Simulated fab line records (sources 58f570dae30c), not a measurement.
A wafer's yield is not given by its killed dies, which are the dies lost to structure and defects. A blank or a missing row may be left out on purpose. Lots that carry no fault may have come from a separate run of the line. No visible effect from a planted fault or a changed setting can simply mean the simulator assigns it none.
Which tool was responsible? | flow berkeley-cmos170 | 21 wafers from 7 lots sampled at 2 of the route's 331 steps

== WHAT THE GAUGES SHOWED, per wafer ==
UCB170_GATE_THK_MEAS_05.
lot  | measured     | on            | GATE_POLY_THK (nm)
L921 | day 7 13:48  | film-metro-04 | 211.8 213.2 213.5
L923 | day 7 18:28  | film-metro-01 | 210.7 207.9 209.3
L927 | day 8 17:32  | film-metro-02 | 245.3 246.2 244.3 245.1 246.1 244.3
L935 | day 10 02:45 | film-metro-04 | 213.7 214.4 215.6
L938 | day 10 20:00 | film-metro-04 | 210.5 211.3 210.9
L941 | day 11 06:47 | film-metro-02 | 212.8 213.2 213.3
L943 | day 12 02:04 | film-metro-02 | 215.0 212.8 214.6

== WHICH TOOL RAN EACH LOT (tool, then ch and the chambers of the sampled wafers, then the start) ==
lot  | UCB170_GATE_CVD_04
L921 | lpcvd-01 ch 1, day 7 12:24
L923 | lpcvd-02 ch 1, day 7 17:00
L927 | lpcvd-02 ch 1, day 8 16:08
L935 | lpcvd-01 ch 1, day 10 00:38
L938 | lpcvd-01 ch 1, day 10 18:36
L941 | lpcvd-01 ch 1, day 11 05:19
L943 | lpcvd-01 ch 0, day 12 00:38
- UCB170_GATE_CVD_04: deposits poly-Si from SiH4, time 1440 s, target thk 214 nm.

== THE ANSWER, worked out from the rows above alone ==
Rule: usual is defined by the lots themselves. The widest of any qualifying gaps counts: lots, ordered by their means at a reading, are off when they make up no more than a third of the lots, leave a main group of 4 or more, and stand apart from it by 3 or more times the standard deviation of that group's means. The tables above print the reading to a certain number of digits; a main group whose means all agree to those digits is not used. Also off: a lot with no number at a reading for which 4 or more lots have one. Any other lot the step has rows for is counted as sound.
Off: L927, seen at UCB170_GATE_THK_MEAS_05 (GATE_POLY_THK). Mean 212.5 nm and standard deviation 1.8 in the main group.
A tool fits if, at a process step before that reading, it ran every lot that is off, and no sound lot after the first of them. Gauges at UCB170_GATE_THK_MEAS_05: tried the same way as those tools. One fits: UCB170_GATE_CVD_04 on lpcvd-02. A fault onset in the window from L923 (day 7 17:00, its last sound lot) to L927 (day 8 16:08, its first lot off) fits.

== WHAT HAD BEEN PUT IN BY THE SIMULATOR ==
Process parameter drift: lpcvd-02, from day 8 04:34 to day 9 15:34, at UCB170_GATE_CVD_04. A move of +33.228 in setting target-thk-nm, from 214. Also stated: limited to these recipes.
Struck lots among those shown: L927. The same result came from the rule above.
